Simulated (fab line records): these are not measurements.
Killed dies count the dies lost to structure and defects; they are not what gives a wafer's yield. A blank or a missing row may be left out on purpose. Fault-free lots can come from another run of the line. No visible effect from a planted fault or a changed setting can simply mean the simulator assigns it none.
The tool behind it: which one? | flow ritCmos | 14 lots, 42 wafers sampled, at 3 steps of a route of 202

## WHAT THE GAUGES SHOWED, per wafer
RIT_M1_RS_MEAS_01: the measuring method here is four-point-probe.
lot  | measured    | on           | M1_AL_RS (ohm/sq)
L778 | day 3 06:46 | filmMetro-03 | 0.0737 0.0751 0.0739
L779 | day 3 12:34 | filmMetro-03 | 0.0744 0.0739 0.0744
L780 | day 3 18:50 | filmMetro-03 | 0.0742 0.0734 0.0742
L781 | day 3 23:35 | filmMetro-02 | 0.0747 0.0742 0.0753
L782 | day 4 01:39 | filmMetro-04 | 0.0749 0.0745 0.0751
L786 | day 4 23:01 | filmMetro-03 | 0.0817 0.0818 0.0817
L788 | day 5 08:16 | filmMetro-02 | 0.0815 0.0811 0.0811
L789 | day 5 13:47 | filmMetro-04 | 0.0750 0.0752 0.0750
L791 | day 6 01:04 | filmMetro-02 | 0.0734 0.0725 0.0726
L793 | day 6 12:26 | filmMetro-02 | 0.0745 0.0736 0.0743
L795 | day 6 19:23 | filmMetro-02 | 0.0744 0.0730 0.0739
L797 | day 7 04:44 | filmMetro-04 | 0.0734 0.0736 0.0740
L799 | day 7 16:25 | filmMetro-03 | 0.0726 0.0731 0.0729
L800 | day 8 00:34 | filmMetro-03 | 0.0736 0.0734 0.0730

RIT_M1_THK_MEAS_02: measures by xrf.
lot  | measured    | on           | M1_AL_THK (nm)
L778 | day 3 06:51 | filmMetro-03 | 405 399 403
L779 | day 3 12:41 | filmMetro-03 | 403 404 403
L780 | day 3 18:56 | filmMetro-03 | 404 409 404
L781 | day 3 23:42 | filmMetro-02 | 398 400 394
L782 | day 4 01:46 | filmMetro-04 | 404 405 401
L786 | day 4 23:08 | filmMetro-03 | 369 368 367
L788 | day 5 08:23 | filmMetro-02 | 368 369 369
L789 | day 5 13:54 | filmMetro-04 | 407 402 403
L791 | day 6 01:11 | filmMetro-02 | 405 408 409
L793 | day 6 12:33 | filmMetro-02 | 397 401 398
L795 | day 6 19:30 | filmMetro-02 | 398 408 406
L797 | day 7 04:50 | filmMetro-04 | 411 413 408
L799 | day 7 16:30 | filmMetro-03 | 409 409 408
L800 | day 8 00:41 | filmMetro-03 | 410 410 409

## TOOL THAT RAN EACH LOT (tool first, then ch and the chambers of the sampled wafers, then the start)
lot  | RIT_M1_SPUTTER_00
L778 | pvdSputter-03, day 3 06:25
L779 | pvdSputter-04, day 3 12:16
L780 | pvdSputter-03, day 3 18:29
L781 | pvdSputter-03, day 3 23:17
L782 | pvdSputter-04, day 4 01:20
L786 | pvdSputter-04, day 4 22:44
L788 | pvdSputter-04, day 5 07:56
L789 | pvdSputter-03, day 5 13:29
L791 | pvdSputter-03, day 6 00:46
L793 | pvdSputter-03, day 6 12:08
L795 | pvdSputter-03, day 6 19:05
L797 | pvdSputter-03, day 7 04:25
L799 | pvdSputter-02, day 7 16:04
L800 | pvdSputter-03, day 8 00:16
- RIT_M1_SPUTTER_00: material Al, target thk 400 nm, time 500 s.

## AS READ BY THE TOOLS THEMSELVES (means over the sampled wafers that have a number; for cases with no such wafer, the mark the record gives instead)
RIT_M1_SPUTTER_00.
lot  | tool          | substrateTempC (C) | throttleValvePct (%)
L778 | pvdSputter-03 | 24.92              | 30.3
L779 | pvdSputter-04 | 24.95              | 30.6
L780 | pvdSputter-03 | 25.01              | 30.2
L781 | pvdSputter-03 | 25.06              | 29.5
L782 | pvdSputter-04 | 25.03              | 30.5
L786 | pvdSputter-04 | 25.02              | 30.5
L788 | pvdSputter-04 | 25.02              | 29.8
L789 | pvdSputter-03 | 24.94              | 29.9
L791 | pvdSputter-03 | 25.06              | 29.8
L793 | pvdSputter-03 | 25.14              | 29.6
L795 | pvdSputter-03 | 24.92              | 29.8
L797 | pvdSputter-03 | 24.96              | 30.3
L799 | pvdSputter-02 | 25.08              | 30.4
L800 | pvdSputter-03 | 24.95              | 29.0

## THE ANSWER, worked out from the rows above alone
Rule: the usual values come from the lots themselves. Put in order of their means at a reading, lots are off if they are a third of the lots or fewer, leave a main group of 4 or more, and stand apart from it by a gap of 3 or more times the standard deviation of the main group's means; of several such gaps the widest counts. Not used: any main group whose means are identical at the precision the tables above print for the reading. A lot without any number at a reading at which 4 lots or more have one is off too. Where the step has rows for the other lots, those lots are counted as sound. Order of review: gauges by route order, followed by the tools' own readings, for which a lot's mean as printed above is used. At the first step where some lot is off, the reading lying furthest off is the one used; lots without a number count as furthest.
Off: L786, L788, seen at RIT_M1_RS_MEAS_01 (M1_AL_RS). The main group: mean 0.0740 ohm/sq, standard deviation 0.00069.
A tool fits if, at a process step before that reading, it ran every lot that is off, and no sound lot after the first of them. The gauges at RIT_M1_RS_MEAS_01 are tried like those tools. One candidate fits, namely pvdSputter-04 at RIT_M1_SPUTTER_00. A fault onset in the window from L782 (day 4 01:20, its last sound lot) to L786 (day 4 22:44, its first lot off) fits.

## WHAT HAD BEEN PUT IN BY THE SIMULATOR
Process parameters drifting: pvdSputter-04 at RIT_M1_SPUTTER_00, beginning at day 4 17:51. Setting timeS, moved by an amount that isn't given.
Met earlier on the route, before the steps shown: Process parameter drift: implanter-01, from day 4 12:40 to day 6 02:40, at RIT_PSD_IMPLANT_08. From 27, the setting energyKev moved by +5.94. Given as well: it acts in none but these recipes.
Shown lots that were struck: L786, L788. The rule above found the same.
